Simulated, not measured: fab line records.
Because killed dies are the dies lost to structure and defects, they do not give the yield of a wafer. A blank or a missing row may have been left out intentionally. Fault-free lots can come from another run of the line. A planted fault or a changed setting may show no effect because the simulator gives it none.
Lot-split experiment | flow berkeleyCmos170 | route with 331 steps; 5 lots, 23 wafers read

== THE SPLIT ==
At UCB170_M1_SPUTTER_00 (material Al, target thk 600 nm, time 80 s), the setting timeS was moved away from the recipe's 80 s on 10 of the 23 wafers read, by -14.3% to +9.9%. The other wafers ran this setting at the recipe's value.

== FROM THE SPLIT TO THE READING: what the file shows between them, 5 steps ==
- UCB170_M1_RS_MEAS_01: measures by four-point-probe
- UCB170_M1_THK_MEAS_02: measures by xrf
- UCB170_M1_COAT_03
- UCB170_M1_COAT_04: resist thk 900 nm
- UCB170_M1_ETCH_11: etches BARC in N2/H2

== THE READING ==
oesProductAu, in a.u., at UCB170_M1_METAL_ETCH_12 (etches Al in Cl2/BCl3, stops on PSG, target depth 780 nm, time 130 s). Typical for fault-free wafers on this fab line: 0.859 a.u., with standard deviation 0.011 a.u.

wafer  | tool, chamber at the split | timeS as run, s | against the recipe | oesProductAu, a.u. | against lot-mates on the recipe
L075.1 | pvdSputter-04, -           | 87.43           | +9.3%              | 0.900              | +0.036
L075.2 | pvdSputter-04, -           | 87.43           | +9.3%              | 0.896              | +0.032
L075.4 | pvdSputter-04, -           | 80              | recipe             | 0.878              | -
L075.5 | pvdSputter-04, -           | 87.43           | +9.3%              | 0.907              | +0.043
L075.6 | pvdSputter-04, -           | 80              | recipe             | 0.850              | -
L080.1 | pvdSputter-03, -           | 80              | recipe             | 0.857              | -
L080.2 | pvdSputter-03, -           | 80              | recipe             | 0.860              | -
L080.4 | pvdSputter-03, -           | 80              | recipe             | 0.854              | -
L080.5 | pvdSputter-03, -           | 87.92           | +9.9%              | 0.907              | +0.050
L080.6 | pvdSputter-03, -           | 87.92           | +9.9%              | 0.905              | +0.048
L081.1 | pvdSputter-02, -           | 80              | recipe             | 0.847              | -
L081.2 | pvdSputter-02, -           | 73.33           | -8.3%              | 0.818              | -0.033
L081.3 | pvdSputter-02, -           | 73.33           | -8.3%              | 0.809              | -0.041
L081.4 | pvdSputter-02, -           | 80              | recipe             | 0.854              | -
L081.5 | pvdSputter-02, -           | 73.33           | -8.3%              | 0.809              | -0.041
L083.3 | pvdSputter-02, -           | 80              | recipe             | 0.859              | -
L083.4 | pvdSputter-02, -           | 80              | recipe             | 0.854              | -
L083.5 | pvdSputter-02, -           | 80              | recipe             | 0.863              | -
L085.1 | pvdSputter-04, -           | 68.59           | -14.3%             | 0.794              | -0.070
L085.3 | pvdSputter-04, -           | 80              | recipe             | 0.852              | -
L085.4 | pvdSputter-04, -           | 80              | recipe             | 0.873              | -
L085.5 | pvdSputter-04, -           | 68.59           | -14.3%             | 0.783              | -0.081
L085.6 | pvdSputter-04, -           | 80              | recipe             | 0.867              | -

THE FIT
A straight line over all 23 wafers: oesProductAu changes by +0.00493 a.u. for each +1% of timeS; r = +0.98; the points scatter about the line by 0.0078 a.u.
The same after taking each lot's own level away (the mean of its wafers on the recipe; 23 wafers): +0.00478 a.u. for each +1%; r = +0.98; scatter 0.0073 a.u.
Per that fit: largest timeS move, reading shift of 0.068 a.u.
The span of the lots' own levels, 0.8505 to 0.8640 a.u., comes to 1.2 times the standard deviation stated above.
The two slopes are in agreement: the lot-to-lot level therefore moves the slope only a little.
Check: for one of the wafers moved furthest among these (-14.3%), held out of the fit, the line's prediction against its lot-mates is -0.0692 a.u. It came out at -0.07 a.u. against them.

== THE WHOLE CHAIN: every reading that the file lists as answering this split, in the file's order ==
step                    | what it does                                                         | reading                                                                    | change (the file's fit)                   | r (the file's)
UCB170_M1_SPUTTER_00    | material Al, target thk 600 nm, time 80 s                            | Al_of_M1_SPUTTER_00.thkNm (the simulator's own value, which no gauge read) | +6.08 nm for each +1% of the setting      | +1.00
UCB170_M1_RS_MEAS_01    | measures by four-point-probe                                         | M1_AL_RS                                                                   | -0.00052 for each +1% of the setting      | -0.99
UCB170_M1_THK_MEAS_02   | measures by xrf                                                      | M1_AL_THK                                                                  | +5.96 for each +1% of the setting         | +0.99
UCB170_M1_METAL_ETCH_12 | etches Al in Cl2/BCl3, stops on PSG, target depth 780 nm, time 130 s | oesProductAu                                                               | +0.00485 a.u. for each +1% of the setting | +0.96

== FILE'S OWN FIT ==
oesProductAu changes by +0.00485 a.u. for each +1% of timeS, r = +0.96.
